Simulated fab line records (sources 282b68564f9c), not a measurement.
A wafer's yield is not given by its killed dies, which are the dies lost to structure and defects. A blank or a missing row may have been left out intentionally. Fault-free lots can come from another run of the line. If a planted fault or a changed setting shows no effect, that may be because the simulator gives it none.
Problem report in the 8D (eight disciplines) form, filled by code + flow rit-cmos + the parts of the form that need people (team, actions taken, sign-off) are left out

1. THE PROBLEM
Wafers with no fault read 260.01 mTorr with a standard deviation of 0.24, whereas chamber-pressure-mTorr at RIT_ACTIVE_ETCH_13 reads a mean of 130.07 mTorr on 1 wafer of 1 lot. So: -99 or more standard deviations from the usual mean.
The step: etches Si3N4 in SF6, stops on SiO2, time 210 s, target depth 210 nm.
First seen on wafer L324.4, day 4 09:30, on rie-diel-03. The record holds 39 wafers of 13 lots with a number at this step. Rule for "out" (also "out of limits"): further than 4 standard deviations from the usual mean. The other wafers with a number count as sound.

2. WHAT IT IS, WHAT IT ISN'T
| question                    | is                     | is not                                                                                       |
|-----------------------------|------------------------|----------------------------------------------------------------------------------------------|
| which readings at this step | chamber-pressure-mTorr | drypump-motor-current-A, oes-product-au, throttle-valve-pct                                  |
| which lots                  | L324                   | L311, L312, L314, L315, L316, L317, L321, L326, L328, L329, L332, L333                       |
| which wafers of those lots  | L324.4                 | L324.2, L324.5                                                                               |
| read on which tools         | rie-diel-03            | rie-diel-01, rie-diel-04                                                                     |
| when                        | from day 4 09:30       | up to then (23 sound wafers); but 15 sound wafers of L326, L328, L329, L332, L333 came after |

3. WHAT RULES OUT EACH SUSPECT
Counting: if a tool at a process step up to the reading ran every lot that is out, it stays a suspect. Sound lots after the first of them don't rule it out here, since some wafers of a struck lot are sound.
- rie-diel-03 at RIT_ACTIVE_ETCH_13 (etches Si3N4 in SF6, stops on SiO2, time 210 s, target depth 210 nm): kept. L324, the lot that is out, went through it at day 4 09:30; up to then, the latest sound lot through it was L315 at day 2 11:38. Its own chamber-pressure-mTorr readings are out on those wafers.
- rie-diel-03, RIT_ACTIVE_ETCH_13: wafers that are out in chamber 3, sound lot-mates in chambers 0, 2.
Remaining after the count: rie-diel-03 at RIT_ACTIVE_ETCH_13.

4. THE CAUSE (what the simulator had put in)
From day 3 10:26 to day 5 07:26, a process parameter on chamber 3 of rie-diel-03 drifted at RIT_ACTIVE_ETCH_13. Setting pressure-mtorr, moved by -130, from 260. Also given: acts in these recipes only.
This tool alone remained once counting was done.

5. THE EFFECT CHAIN, in route order
One row per reading whose mean, taken over the struck wafers that have a number, lies over 3 standard deviations from the usual. Readings are gone through only where the record gives a usual standard deviation; hours: the median, over the lots, of the time from a lot's start at the first step in this table giving one to that lot's start at this step; sigmas: the change measured in usual standard deviations.
| hours | step               | reading                | usual        | on struck wafers | change  | sigmas      |
|-------|--------------------|------------------------|--------------|------------------|---------|-------------|
| 0     | RIT_ACTIVE_ETCH_13 | chamber-pressure-mTorr | 260.01 mTorr | 130.07           | -129.94 | -99 or more |
It contains these process steps:
- RIT_ACTIVE_ETCH_13: etches Si3N4 in SF6, stops on SiO2, time 210 s, target depth 210 nm.
Later measuring or inspecting steps at which every struck wafer that the step has a row for has a number for every such reading, and none has moved that far: RIT_PSD_TW_MEAS_10.

6. HOW IT WOULD HAVE BEEN CAUGHT EARLIER
In this record the first reading out of limits was taken at day 4 09:30, 23 hours after the fault began at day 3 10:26.
